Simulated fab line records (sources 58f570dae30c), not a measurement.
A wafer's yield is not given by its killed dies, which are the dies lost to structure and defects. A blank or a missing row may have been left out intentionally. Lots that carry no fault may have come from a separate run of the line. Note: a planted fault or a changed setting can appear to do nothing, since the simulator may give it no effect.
A struck lot beside a sound one || flow berkeley cmos170 || 24 steps out of a route of 331
Sound: the wafers L425.2, L425.5, L425.6. Wafers struck: L416.1, L416.2, L416.3. The cause is named last.
Each step with rows lists, per side, the tool, then ch with its chambers, then its first start. Under that, the readings that differ: sound wafers || struck wafers || difference of the means || sigmas: that difference in standard deviations of wafers without a fault.
alike: readings with means less than 2 such deviations apart, plus words and numbers identical on both sides. not compared: withheld readings, readings lacking a value on some wafer, bounds such as >300 that could conceal the same value, and numbers that have no deviation in the record and whose values overlap.
The two part at a step that has a row with sigmas, a row that says differs or no value, or rows on one side only. When numbers do not overlap yet have no deviation, they are printed without sigmas and do not part them. A reading missing from all wafers of one side parts the sides only when that side holds two or more wafers.

first, 4 steps without rows for these wafers: UCB170_PWELL_WET_ETCH_19 (etches Si3N4 in H3PO4, time 14400 s); UCB170_PWELL_WET_ETCH_20 (etches SiO2 in BOE, time 22 s); UCB170_WELLDRIVE_CLEAN_00 (cleans in SPM, time 600 s); UCB170_WELLDRIVE_OXIDATION_01 (target thk 199 nm, ox time 9000 s).
UCB170_WELLDRIVE_THK_MEAS_02:
  sound: film metro-03 at day 5 18:41; struck: film metro-02 at day 3 21:26
  alike: WELLDRIVE_OXIDE_THK
then, 5 steps without rows for these wafers: UCB170_WELLDRIVE_ANNEAL_03 (time 900 s); UCB170_WELLDRIVE_WET_ETCH_04 (etches SiO2 in BOE, time 120 s); UCB170_ACTIVE_CLEAN_00 (cleans in SPM, time 600 s); UCB170_ACTIVE_CLEAN_01 (cleans in dHF, time 60 s); UCB170_ACTIVE_OXIDATION_02 (target thk 26.4 nm, ox time 1260 s).
UCB170_ACTIVE_THK_MEAS_03:
  sound: film metro-04 at day 6 04:17; struck: film metro-02 at day 4 06:25
{"reading": "ACTIVE_OXIDE_THK (nm)", "sound": "26.7 26.6 26.8", "struck": "25.6 25.3 25.6", "difference": -1.2, "sigmas": -2}
then, 1 step without rows for these wafers: UCB170_ACTIVE_ANNEAL_04 (time 900 s).
UCB170_ACTIVE_CVD_05: deposits Si3N4 from SiH2Cl2/NH3, target thk 220 nm, time 3300 s.
  sound on lpcvd-02 ch 1, day 6 09:47; struck on lpcvd-02 ch 0, day 4 12:34
  alike: pressure mtorr, sih2cl2 flow sccm
UCB170_ACTIVE_THK_MEAS_06:
  sound: film metro-01 at day 6 11:43; struck: film metro-01 at day 4 14:29
{"reading": "ACTIVE_NITRIDE_THK (nm)", "sound": "222.2 221.1 221.0", "struck": "438.4 439.5 439.2", "difference": "+217.6", "sigmas": "+91"}
then, 6 steps without rows for these wafers: UCB170_ACTIVE_HMDS_07 (prime time 60 s); UCB170_ACTIVE_COAT_08 (resist thk 900 nm); UCB170_ACTIVE_SOFTBAKE_09 (time 60 s); UCB170_ACTIVE_EXPOSE_10 (exposes mask ACTIVE, target cd 1200 nm); UCB170_ACTIVE_PEB_11; UCB170_ACTIVE_DEVELOP_12 (develop time 45 s).
UCB170_ACTIVE_CD_MEAS_13: target cd 1200 nm.
  sound: cd sem-02 at day 6 13:07; struck: cd sem-02 at day 4 15:31
  alike: cd nm
UCB170_ACTIVE_OVL_MEAS_14:
  sound: overlay-01 at day 6 13:13; struck: overlay-02 at day 4 15:38
  alike: ACTIVE_OVL
UCB170_ACTIVE_ETCH_15: etches Si3N4 in CH3F/Ar/O2, stops on SiO2, target depth 242 nm, time 151 s.
  sound on rie diel-03 ch 1,2,3, day 6 13:15; struck on rie diel-04 ch 0,2,3, day 4 15:40
{"reading": "oes product au (a.u.)", "sound": "0.950 0.957 0.929", "struck": "1.030 1.008 1.014", "difference": "+0.072", "sigmas": "+4"}
{"reading": "model.etch.depth nm (nm)", "sound": "222.3 221.1 221.1", "struck": "244.5 243.4 244.8", "difference": "+22.7", "sigmas": ""}
  alike: drypump motor current A, mfc ar sccm, throttle valve pct
  not compared: rf hours counter h
UCB170_ACTIVE_STRIP_16: strips in O2.
  sound on plasma asher-04 ch 0,1, day 6 13:21; struck on plasma asher-04 ch 0,1, day 4 15:46
  alike: drypump motor current A, oes product au, strip time to endpoint s
  not compared: rf hours counter h

== WHERE THEY PART ==
Earliest at UCB170_ACTIVE_THK_MEAS_03; latest, in this record, at UCB170_ACTIVE_ETCH_15. Later steps at which nothing parts them and some readings are alike: UCB170_ACTIVE_STRIP_16.

WHY: the cause the simulator had injected
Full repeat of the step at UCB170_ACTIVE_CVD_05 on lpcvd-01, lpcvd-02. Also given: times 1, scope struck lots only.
